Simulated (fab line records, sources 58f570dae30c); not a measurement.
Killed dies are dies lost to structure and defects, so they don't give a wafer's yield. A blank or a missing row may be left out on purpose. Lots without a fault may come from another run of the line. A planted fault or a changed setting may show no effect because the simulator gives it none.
One fault seen from 2 desks | flow berkeley_cmos170 | each desk has only its own numbers; what lay behind them comes last

THE METROLOGY DESK
What the gauges read, lot by lot, whatever tool the lot ran on: means of the sampled wafers that have a number. A lot is out of limits, marked OUT, if its mean lies more than 4 standard deviations from the usual mean; the brackets give that distance. Of its 9 readings 7 are shown: the one that was out of limits first, and those that lie furthest out on some lot.
Columns: A = PWELL_OXIDE_THK at UCB170_PWELL_THK_MEAS_03, usual 26.4 nm; B = PWELL_NITRIDE_THK at UCB170_PWELL_THK_MEAS_06, usual 218.8 nm; C = PWELL_OVL at UCB170_PWELL_OVL_MEAS_13, usual 1 nm; D = WELLDRIVE_OXIDE_THK at UCB170_WELLDRIVE_THK_MEAS_02, usual 198 nm; E = ACTIVE_NITRIDE_THK at UCB170_ACTIVE_THK_MEAS_06, usual 218.7 nm; F = cd_nm at UCB170_ACTIVE_CD_MEAS_13, usual 1200.1 nm; G = ACTIVE_OVL at UCB170_ACTIVE_OVL_MEAS_14, usual -3 nm
lot  | first seen here | A    | B     | C  | D   | E     | F                 | G
L201 | day 2 13:35     | 26.3 | 219.6 | 1  | 194 | 219.4 | 1199.5            | -11
L203 | day 3 00:02     | 25.6 | 218.9 | -6 | 195 | 221.1 | 1200.6            | -6
L204 | day 3 08:21     | 26.3 | 217.2 | -2 | 204 | 221.3 | 1201.0            | 1
L222 | day 7 04:34     | 26.4 | 218.6 | 3  | 193 | 220.3 | 1202.1            | 5
L223 | day 7 04:34     | 26.7 | 219.4 | -4 | 199 | 217.3 | 1189.5 (-8.8) OUT | -3
L224 | day 7 16:31     | 26.0 | 221.2 | -6 | 197 | 216.6 | 1200.1            | -4
This desk's finding: out of limits on L223; first on L223, day 8 17:44 (cd_nm at UCB170_ACTIVE_CD_MEAS_13). In limits: L201, L203, L204, L222, L224.

THE TOOL OWNER'S DESK: litho_track-04
The tool's own readings at UCB170_PWELL_PEB_11: means of the sampled wafers that have a number, for each lot that ran on this tool. A lot is out of limits, marked OUT, if its mean lies more than 4 standard deviations from the usual mean; the brackets give that distance.
Columns: A = heater_power_total_W at UCB170_PWELL_PEB_11, usual 56.80 W; B = plate_temp_C at UCB170_PWELL_PEB_11, usual 129.99 C
lot  | first seen here | A               | B
L201 | day 2 19:42     | 56.85           | 130.10
L222 | day 7 10:37     | 54.43 (-49) OUT | 125.70 (-31) OUT
L223 | day 7 10:54     | 54.40 (-50) OUT | 125.80 (-30) OUT
This desk's finding: out of limits on L222, L223; first on L222, day 7 10:37 (heater_power_total_W at UCB170_PWELL_PEB_11). In limits: L201.

PUT TOGETHER
The tool owner's desk could have raised an alarm at day 7 10:37, on L222, L223.
The metrology desk could have raised an alarm at day 8 17:44, on L223.
The metrology desk has L222 on record, within its limits.
Of the lots named, all ran UCB170_PWELL_PEB_11 on litho_track-04.

WHAT THE SIMULATOR HAD PUT IN
Process parameter drift: litho_track-04, from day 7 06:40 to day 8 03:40, at UCB170_PWELL_PEB_11. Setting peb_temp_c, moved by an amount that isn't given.
Lots struck among those shown: L222, L223.
Hours from the fault's start to each desk's first reading out of limits: the tool owner's desk, 4; the metrology desk, 35.
